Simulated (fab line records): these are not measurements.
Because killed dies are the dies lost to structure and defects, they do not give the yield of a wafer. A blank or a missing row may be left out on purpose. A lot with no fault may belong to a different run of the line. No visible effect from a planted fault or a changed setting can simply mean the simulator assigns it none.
One fault seen from 2 desks / flow rit-cmos / each desk holds nothing but its own numbers, with what lay behind them at the end

== THE METROLOGY DESK ==
What the gauges read for every lot (on any tool): the sampled wafers with a number, averaged. Marked OUT: a lot whose mean sits more than 4 standard deviations from the usual mean, which makes it out of limits; the brackets give that distance.
Columns: A = PSD_OVL at RIT_PSD_OVL_MEAS_06, usual -0.2 nm; B = M1_AL_RS at RIT_M1_RS_MEAS_01, usual 0.0740 ohm/sq; C = M1_AL_THK at RIT_M1_THK_MEAS_02, usual 398 nm
lot=L162; first seen here=day 3 11:19; A=0.6; B=0.0736; C=397
lot=L164; first seen here=day 3 23:49; A=-0.3; B=0.0738; C=400
lot=L165; first seen here=day 4 03:47; A=-0.8; B=0.0743; C=398
lot=L167; first seen here=day 4 08:49; A=-1.5; B=0.0746; C=396
lot=L168; first seen here=day 4 16:30; A=0.9; B=0.0741; C=395
lot=L169; first seen here=day 4 22:37; A=-2.2; B=0.0732; C=401
lot=L170; first seen here=day 5 02:51; A=-2.5; B=0.0731; C=403
lot=L171; first seen here=day 5 07:04; A=0.3; B=0.0901 (+21) OUT; C=347 (-12) OUT
lot=L176; first seen here=day 6 05:44; A=1.7; B=0.0730; C=402
lot=L178; first seen here=day 6 16:08; A=-1.8; B=0.0733; C=403
lot=L180; first seen here=day 7 00:43; A=0.2; B=0.0727; C=406
lot=L184; first seen here=day 7 19:44; A=-0.4; B=0.0732; C=401
lot=L185; first seen here=day 8 02:58; A=-0.2; B=0.0733; C=400
This desk finds L171 out of limits, with the earliest case on L171 at day 5 11:51 (M1_AL_RS at RIT_M1_RS_MEAS_01). L162, L164, L165, L167, L168, L169, L170, L176, L178, L180, L184, L185 stayed within limits.

== THE TOOL OWNER'S DESK: pvd-sputter-04 ==
The tool's own readings at RIT_M1_SPUTTER_00 (material Al, target thk 400 nm, time 500 s): means of the sampled wafers that have a number, for each lot that ran on this tool. Marked OUT: a lot whose mean sits more than 4 standard deviations from the usual mean, which makes it out of limits; the brackets give that distance.
Columns: A = cathode-dc-power-W at RIT_M1_SPUTTER_00, usual 2000.0 W; B = throttle-valve-pct at RIT_M1_SPUTTER_00, usual 30.1 %
lot=L164; first seen here=day 4 04:24; A=1999.9; B=30.7
lot=L169; first seen here=day 5 03:08; A=2000.3; B=30.4
lot=L171; first seen here=day 5 11:33; A=1752.8 (-99 or more) OUT; B=29.7
lot=L185; first seen here=day 8 07:29; A=2000.1; B=29.9
Finding of this desk: L171 out of limits; the first was L171 at day 5 11:33, on cathode-dc-power-W at RIT_M1_SPUTTER_00. L164, L169, L185 stayed within limits.

== ALL TOGETHER ==
The tool owner's desk could have raised an alarm at day 5 11:33, on L171.
Metrology desk: alarm possible at day 5 11:51 on L171.
The lots listed all ran RIT_M1_SPUTTER_00 on pvd-sputter-04.

== WHAT HAD BEEN PUT IN BY THE SIMULATOR ==
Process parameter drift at RIT_M1_SPUTTER_00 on pvd-sputter-04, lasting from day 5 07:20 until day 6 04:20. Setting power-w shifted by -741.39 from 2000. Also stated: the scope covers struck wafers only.
Struck lots among those shown: L171.
Hours from the fault's start to each desk's first reading out of limits: the tool owner's desk, 4; the metrology desk, 5.
